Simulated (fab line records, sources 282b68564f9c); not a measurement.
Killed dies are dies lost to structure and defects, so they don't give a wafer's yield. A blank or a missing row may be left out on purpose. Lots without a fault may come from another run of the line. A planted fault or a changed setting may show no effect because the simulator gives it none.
fab line records | flow rit_cmos
record lots=7 wafers=21 last_day=7
route steps=202 shown SILICIDE@162 CONTACT@168
lots that met no fault: from a run of the same line without faults
start_h: hours from the record's first day to the start of the lot's first wafer shown | wait_h: hours since the lot's step before | " the same as in the row above | L1.1+2: a row that stands for several wafers | - no value, or no start given | * or withheld: withheld | < > ~ a bound
route shown NAME@n: a module of which the file shows steps, and the number in the route of the first | usual: mean/standard deviation of fault-free wafers | same: alike in all rows | chamber/n: place in a boat | sites: the reading at each site | _std_site: their standard deviation | _edge_site: outer sites' mean less inner sites' | radius_mm: how far each site lies from the wafer's centre | mask NAME#n: copy n | behind: the tool/chamber that last shaped the wafer | hold: why the lot was held/for how many hours/how that ended | device: the transistor (n, p or np) that didn't switch | end of line: the same wafers' tests at the end of the route | a step without rows: its recipe alone | killed: dies lost to structure and defects at the first sort, not the wafer's yield | map: a wafer's dies, x killed, . not, _ none there
set.NAME: the setting as run; set.NAME@STEP: as run at that earlier step | model.NAME: the simulator's own value behind a step, which no gauge read
lots at some steps of the route; a table a step, a row a wafer
services: from which hour (start_h, from the record's first day; less than 0 if before it) a tool's chamber was out of use, for how many hours, and why
## steps
# step RIT_SILICIDE_SPUTTER_01
# recipe material=Ti target_thk_nm=30 power_w=350 chamber_pressure_pa=0.667 gas=Ar time_s=240 substrate_temp_c=25
# usual throttle_valve_pct=30.0/0.85
# same time_s=240
# columns lot.wafer tool chamber start_h wait_h throttle_valve_pct
L971.2 pvd_sputter-02 - 56.95 0.0 30.4
L971.3 " - " " 31.1
L971.5 " - " " 29.8
L977.1 pvd_sputter-02 - 89.92 0.0 28.7
L977.5 " - " " 31.1
L977.6 " - " " 28.5
L982.1 pvd_sputter-01 - 109.22 0.0 30.5
L982.3 " - " " 29.2
L982.6 " - " " 30.6
L986.3 pvd_sputter-01 - 130.10 0.0 30.7
L986.5 " - " " 29.2
L986.6 " - " " 30.8
L991.1 pvd_sputter-02 - 157.11 0.0 29.8
L991.3 " - " " 28.9
L991.6 " - " " 30.8
L992.2 pvd_sputter-04 - 161.94 0.0 29.1
L992.3 " - " " 29.3
L992.4 " - " " 30.5
L993.1 pvd_sputter-02 - 167.56 0.0 28.4
L993.5 " - " " 30.2
L993.6 " - " " 28.4
# step RIT_SILICIDE_RS_MEAS_02
# recipe thk_meas_gauge=four-point-probe reads=Ti_of_SILICIDE_SPUTTER_01
# usual SILICIDE_TI_RS=48.0/0.79
# columns lot.wafer tool chamber start_h wait_h SILICIDE_TI_RS[ohm/sq]
L971.2 film_metro-01 - 57.14 0.1 48.5
L971.3 " - " " 49.3
L971.5 " - " " 49.0
L977.1 film_metro-02 - 90.07 0.1 47.7
L977.5 " - " " 47.6
L977.6 " - " " 47.7
L982.1 film_metro-04 - 109.37 0.1 48.6
L982.3 " - " " 47.6
L982.6 " - " " 49.5
L986.3 film_metro-01 - 130.29 0.1 48.4
L986.5 " - " " 47.8
L986.6 " - " " 48.8
L991.1 film_metro-01 - 157.26 0.1 48.0
L991.3 " - " " 47.9
L991.6 " - " " 47.6
L992.2 film_metro-04 - 162.11 0.1 47.1
L992.3 " - " " 48.4
L992.4 " - " " 47.7
L993.1 film_metro-01 - 167.71 0.1 47.8
L993.5 " - " " 46.8
L993.6 " - " " 47.3
# step RIT_SILICIDE_THK_MEAS_03
# recipe thk_meas_gauge=xrf reads=Ti_of_SILICIDE_SPUTTER_01
# usual SILICIDE_TI_THK=29.4/0.45
# columns lot.wafer tool chamber start_h wait_h SILICIDE_TI_THK[nm]
L971.2 film_metro-01 - 57.25 0.1 28.9
L971.3 " - " " 28.7
L971.5 " - " " 28.7
L977.1 film_metro-02 - 90.19 0.1 29.7
L977.5 " - " " 29.7
L977.6 " - " " 29.8
L982.1 film_metro-04 - 109.49 0.1 29.3
L982.3 " - " " 29.9
L982.6 " - " " 28.9
L986.3 film_metro-01 - 130.39 0.1 29.2
L986.5 " - " " 29.3
L986.6 " - " " 28.9
L991.1 film_metro-01 - 157.38 0.1 29.5
L991.3 " - " " 29.5
L991.6 " - " " 29.7
L992.2 film_metro-04 - 162.22 0.1 29.9
L992.3 " - " " 29.4
L992.4 " - " " 29.6
L993.1 film_metro-01 - 167.83 0.1 29.5
L993.5 " - " " 30.0
L993.6 " - " " 29.8
# step RIT_SILICIDE_RTA_04
# recipe temp_c=650 time_s=10 idle_temp_c=25 ramp_up_s=5 ramp_down_s=5 cool_to_c=25 ambient=N2
# usual wafer_temp_C_max=652.5/0.57
# same time_s=10
# columns lot.wafer tool chamber start_h wait_h wafer_temp_C_max
L971.2 rtp_anneal-02 0 57.31 0.1 651.4
L971.3 " 0 " " 652.5
L971.5 " 0 " " 651.7
L977.1 rtp_anneal-02 0 90.25 0.1 652.9
L977.5 " 0 " " 651.9
L977.6 " 0 " " 651.1
L982.1 rtp_anneal-01 0 109.55 0.1 652.6
L982.3 " 0 " " 652.5
L982.6 " 0 " " 652.2
L986.3 rtp_anneal-01 0 130.45 0.1 652.2
L986.5 " 0 " " 652.6
L986.6 " 0 " " 652.7
L991.1 rtp_anneal-02 0 157.44 0.1 651.5
L991.3 " 0 " " 651.8
L991.6 " 0 " " 652.7
L992.2 rtp_anneal-01 0 162.28 0.1 651.8
L992.3 " 0 " " 653.1
L992.4 " 0 " " 652.2
L993.1 rtp_anneal-02 0 167.89 0.1 652.5
L993.5 " 0 " " 652.0
L993.6 " 0 " " 652.6
# step RIT_SILICIDE_WET_ETCH_05
# recipe chemistry=SPM target=Ti temp_c=90 time_s=120 dry=n2_spin
# step RIT_SILICIDE_RTA_06
# recipe temp_c=750 time_s=10 idle_temp_c=25 ramp_up_s=5 ramp_down_s=10 cool_to_c=25 ambient=N2
# usual wafer_temp_C_max=752.9/0.58
# same time_s=10
# columns lot.wafer tool chamber start_h wait_h wafer_temp_C_max
L971.2 rtp_anneal-01 0 57.42 0.0 752.5
L971.3 " 0 " " 753.3
L971.5 " 0 " " 751.9
L977.1 rtp_anneal-01 0 90.40 0.0 752.8
L977.5 " 0 " " 753.2
L977.6 " 0 " " 752.3
L982.1 rtp_anneal-02 0 109.66 0.0 752.6
L982.3 " 0 " " 752.9
L982.6 " 0 " " 752.9
L986.3 rtp_anneal-02 0 130.56 0.0 753.1
L986.5 " 0 " " 752.5
L986.6 " 0 " " 752.4
L991.1 rtp_anneal-01 0 157.55 0.0 752.9
L991.3 " 0 " " 753.4
L991.6 " 0 " " 752.6
L992.2 rtp_anneal-02 0 162.39 0.0 753.0
L992.3 " 0 " " 752.7
L992.4 " 0 " " 753.1
L993.1 rtp_anneal-01 0 168.00 0.0 753.0
L993.5 " 0 " " 753.4
L993.6 " 0 " " 753.7
# step RIT_CONTACT_CVD_00
# recipe material=SiO2 target_thk_nm=400 precursor=TEOS temp_c=390 time_s=61 rf_w=400
# usual heater_power_w=356/65 rf_fwd_power_W=396.3/1.9
# same time_s=61
# columns lot.wafer tool chamber start_h wait_h heater_power_w rf_fwd_power_W since_wet_clean_h
L971.2 pecvd-03 0 57.48 0.0 268 394.7 208
L971.3 " 2 " " 341 395.6 208
L971.5 " 1 " " 463 398.5 -
L977.1 pecvd-03 1 90.47 0.1 427 398.3 241
L977.5 " 0 " " 308 396.2 -
L977.6 " 2 " " 332 395.1 -
L982.1 pecvd-04 0 109.73 0.1 399 397.6 1055
L982.3 " 1 " " 359 393.4 1055
L982.6 " 0 " " 420 398.3 -
L986.3 pecvd-03 2 130.60 0.0 258 396.5 281
L986.5 " 1 " " 452 398.6 -
L986.6 " 0 " " 342 392.8 -
L991.1 pecvd-04 2 157.62 0.1 312 396.0 1103
L991.3 " 0 " " 437 398.0 1103
L991.6 " 1 " " 261 396.1 -
L992.2 pecvd-03 1 162.45 0.0 486 395.1 313
L992.3 " 0 " " 340 392.9 313
L992.4 " 2 " " 293 398.5 -
L993.1 pecvd-04 2 168.07 0.1 349 398.5 1114
L993.5 " 0 " " 424 396.1 -
L993.6 " 1 " " 261 396.8 -
# step RIT_CONTACT_THK_MEAS_01
# recipe reads=SiO2_of_CONTACT_CVD_00
# usual CONTACT_TEOS_THK=402/5.5
# columns lot.wafer tool chamber start_h wait_h CONTACT_TEOS_THK[nm]
L971.2 film_metro-04 - 57.54 0.0 395
L971.3 " - " " 395
L971.5 " - " " 401
L977.1 film_metro-03 - 90.52 0.0 396
L977.5 " - " " 401
L977.6 " - " " 401
L982.1 film_metro-01 - 109.78 0.0 398
L982.3 " - " " 403
L982.6 " - " " 406
L986.3 film_metro-04 - 130.68 0.0 392
L986.5 " - " " 403
L986.6 " - " " 402
L991.1 film_metro-04 - 157.67 0.0 403
L991.3 " - " " 399
L991.6 " - " " 402
L992.2 film_metro-04 - 162.51 0.0 392
L992.3 " - " " 395
L992.4 " - " " 392
L993.1 film_metro-01 - 168.12 0.0 405
L993.5 " - " " 408
L993.6 " - " " 409
# step RIT_CONTACT_HMDS_02
# recipe prime_time_s=60 prime_temp_c=140
# step RIT_CONTACT_COAT_03
# recipe resist=NOVOLAK spin_rpm=3250 resist_thk_nm=983.7
# step RIT_CONTACT_SOFTBAKE_04
# recipe resist=NOVOLAK temp_c=90 time_s=60
# step RIT_CONTACT_EXPOSE_05
# recipe mask_id=M11 na=0.6 source_shape=conventional sigma_outer=0.5 target_cd_nm=1000 dose_mj=250
# step RIT_CONTACT_PEB_06
# recipe resist=NOVOLAK temp_c=withheld time_s=withheld
# usual chill_plate_temp_C=* exhaust_pa=45.0/0.9
# columns lot.wafer tool chamber start_h wait_h chill_plate_temp_C exhaust_pa
L971.2 litho_track-02 0 58.30 0.1 * 45.1
L971.3 " 0 " " * 45.8
L971.5 " 0 " " * 45.8
L977.1 litho_track-01 0 91.15 0.1 * 45.0
L977.5 " 0 " " * 45.5
L977.6 " 0 " " * 45.0
L982.1 litho_track-02 0 110.40 0.1 * 44.0
L982.3 " 0 " " * 46.0
L982.6 " 0 " " * 44.5
L986.3 litho_track-03 0 131.33 0.1 * 45.1
L986.5 " 0 " " * 45.5
L986.6 " 0 " " * 43.4
L991.1 litho_track-01 - 158.58 0.1 - -
L991.3 " - " " - -
L991.6 " - " " - -
L992.2 litho_track-03 - 163.19 0.1 - -
L992.3 " - " " - -
L992.4 " - " " - -
L993.1 litho_track-01 - 168.87 0.1 - -
L993.5 " - " " - -
L993.6 " - " " - -
# step RIT_CONTACT_DEVELOP_07
# recipe resist=NOVOLAK develop_time_s=120 dev_temp_c=23
## services
# columns tool chamber start_h hours kind
pvd_sputter-02 - 40.24 2.3 repair
pecvd-03 2 59.32 6.2 repair
pvd_sputter-04 - 94.50 0.7 repair
pecvd-04 - 132.78 1.5 repair
## key
first_sign step=RIT_CONTACT_PEB_06 reading=tool_record direction=missing
effect none on later readings
met_at RIT_CONTACT_PEB_06
struck_wafers L991.1,L991.3,L991.6,L992.2,L992.3,L992.4,L993.1,L993.5,L993.6
sort_left_out L991.1,L991.3,L991.6,L992.2,L992.3,L992.4,L993.1,L993.5,L993.6
tester_left_out L991,L992,L993
onset_between 131.33 158.58
fault kind=skipped_step_whole tool=litho_track-01,litho_track-03 chamber=- onset_h=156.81 steps=RIT_CONTACT_PEB_06 scope=struck_lots_only
# tester_left_out: of these lots the tester's yield and bins aren't shown, on N5 and GAA mostly nor the transistor test; their killed dies are dies lost to structure and defects alone, not to doping, threshold or leakage, so they don't give the yield
# sort_left_out: the simulated sort isn't trusted on such a fault, so these wafers' sort isn't shown, and their yield isn't known
